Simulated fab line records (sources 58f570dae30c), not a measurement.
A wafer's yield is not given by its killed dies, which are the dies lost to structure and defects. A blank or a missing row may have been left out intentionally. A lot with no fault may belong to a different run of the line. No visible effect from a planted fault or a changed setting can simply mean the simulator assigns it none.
Chamber matching | flow berkeley cmos170 | UCB170_ACTIVE_ETCH_15 on rie diel-04: 4 sister chambers
The step etches Si3N4 in CH3F/Ar/O2, stops on SiO2, target depth 242 nm, time 151 s. 8 wafers are shown with their chamber, then 7 later ones without.

== WAFERS PAIRED WITH THEIR CHAMBERS ==
wafer  | chamber | throttle valve pct (%) | oes product au (a.u.)
L686.5 | 2       | 7.87                   | 0.970
L689.2 | 2       | 7.87                   | 0.951
L691.4 | 1       | 7.80                   | 0.922
L691.6 | 1       | 7.81                   | 0.923
L692.4 | 3       | 8.06                   | 0.926
L692.5 | 0       | 7.85                   | 0.927
L693.3 | 3       | 8.08                   | 0.941
L693.4 | 0       | 7.86                   | 0.941

== WAFERS MISSING THEIR CHAMBER ==
wafer  | throttle valve pct (%) | oes product au (a.u.)
L693.5 | 8.06                   | 0.931
L697.1 | 7.86                   | 0.939
L697.3 | 8.07                   | 0.929
L697.6 | 7.88                   | 0.973
L707.3 | 8.09                   | 0.939
L707.4 | 7.87                   | 0.975
L707.6 | 7.87                   | 0.963

== WHICH CHAMBER EACH WENT THROUGH ==
wafer  | from the rows above     | in truth
L693.5 | 3                       | 3
L697.1 | can't be placed: 0 or 2 | 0
L697.3 | 3                       | 3
L697.6 | 2                       | 2
L707.3 | 3                       | 3
L707.4 | 2                       | 2
L707.6 | 2                       | 2
Correctly placed: 6 of 7. Can't be placed from these rows: 1 (the true chamber is among the candidates in 1). Placed wrongly: 0.
How it was worked out, from the rows above alone: a wafer's distance from a chamber is the root of the sum, over the readings, of the square of ((its reading less the chamber's mean) divided by the reading's scatter). The wafer belongs to the nearest chamber; if the next one is less than 2 further off, it can't be placed. The mean given for a chamber averages the wafers shown for that chamber. The scatter: take each reading less its chamber's mean, square it, sum over the shown wafers, divide by the number of wafers less the number of chambers, and take the root.
